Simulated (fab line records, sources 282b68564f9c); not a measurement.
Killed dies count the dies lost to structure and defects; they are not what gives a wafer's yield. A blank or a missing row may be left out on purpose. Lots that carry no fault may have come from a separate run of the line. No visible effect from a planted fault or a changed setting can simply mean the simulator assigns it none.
Problem report, 8D (eight disciplines) form, completed by code -- flow rit cmos -- the parts of the form that need people (team, actions taken, sign-off) are left out

== 1. PROBLEM STATEMENT ==
REOX_OXIDE_THK at RIT_REOX_THK_MEAS_04 reads a mean of 36.2 nm on 6 wafers of 2 lots; wafers without a fault read 25.1 nm with a standard deviation of 0.49. Measured from the usual mean, that is +23 standard deviations.
Seen first at day 3 17:12 on film metro-03, wafer L923.1. At this step, 42 wafers from 14 lots have a number in the record. Rule for "out" (also "out of limits"): further than 4 standard deviations from the usual mean. All remaining wafers that have a number are taken as sound.

== 2. WHAT THIS IS AND IS NOT ==
question,is,is not
which readings at this step,REOX_OXIDE_THK,-
which lots,"L923, L924","L919, L920, L921, L922, L925, L932, L933, L937, L938, L939, L940, L941"
which wafers of those lots,all that have a number,-
read on which gauges,"film metro-02, film metro-03",film metro-04
when,from day 3 17:12,"up to then (12 sound wafers); but 24 sound wafers of L925, L932, L933, L937, L938, L939, L940, L941 came after"

== 3. WHAT RULES OUT EACH SUSPECT ==
Counting: a tool stays on the suspect list if, at a process step up to the reading, it processed all lots that are out and no sound lot following the first of them.
- the gauge at RIT_REOX_THK_MEAS_04 has been ruled out. 2 gauges (film metro-02, film metro-03) read the wafers that are out.
- furnace-02 at RIT_REOX_OXIDATION_03 (target thk 25.2 nm, ox time 5580 s): ruled out as a lasting fault. After its first lot that is out, L923 (day 3 14:39), sound lots L938, L941 ran on it.
Left after counting: nothing in the record.

== 4. THE CAUSE (what the simulator had put in) ==
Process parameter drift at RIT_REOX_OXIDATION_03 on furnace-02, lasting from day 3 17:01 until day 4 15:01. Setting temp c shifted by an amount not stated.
It was ruled out by counting, in error; the rule expects a fault to strike all lots run on its tool from its start on, and this fault did not.

== 5. THE CHAIN OF EFFECTS, in route order ==
Each row: a reading whose mean over the struck wafers that have a number lies more than 3 standard deviations from the usual. Scope: only readings with a usual standard deviation given in the record; hours: median across lots of the time from each lot's start at the first step in this table that gives one to its start at this step; sigmas: change in usual standard deviations.
hours,step,reading,usual,on struck wafers,change,sigmas
0,RIT_REOX_OXIDATION_03,spike tc centre C,902.3 C,937.0,+34.8,+32
0,RIT_REOX_OXIDATION_03,spike tc load C,926.2 C,961.2,+35.0,+32
0,RIT_REOX_OXIDATION_03,spike tc source C,921.2 C,958.9,+37.7,+22
0,RIT_REOX_OXIDATION_03,tube center temp C,900.02 C,935.18,+35.16,+99 or more
0,RIT_REOX_OXIDATION_03,tube_center_temp_C_max,902.3,937.6,+35.3,+86
3,RIT_REOX_THK_MEAS_04,REOX_OXIDE_THK,25.1 nm,36.2,+11.1,+23
Process steps it contains:
- RIT_REOX_OXIDATION_03: target thk 25.2 nm, ox time 5580 s.
Later steps that measure or inspect, where all struck wafers having a row at the step show a number for every such reading and not one has moved that far: RIT_PLDD_TW_MEAS_10.

== 6. WHAT WOULD HAVE CAUGHT IT SOONER ==
Counted from the fault's start at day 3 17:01, it took 0 hours until the first out-of-limits reading at a measuring or inspecting step in this record, taken at day 3 17:12.
The tool's own readings at RIT_REOX_OXIDATION_03 were out on every struck wafer that the step has a row for (spike tc centre C, spike tc load C, spike tc source C, tube center temp C, tube_center_temp_C_max): an alarm limit on them would have fired on the first of those.
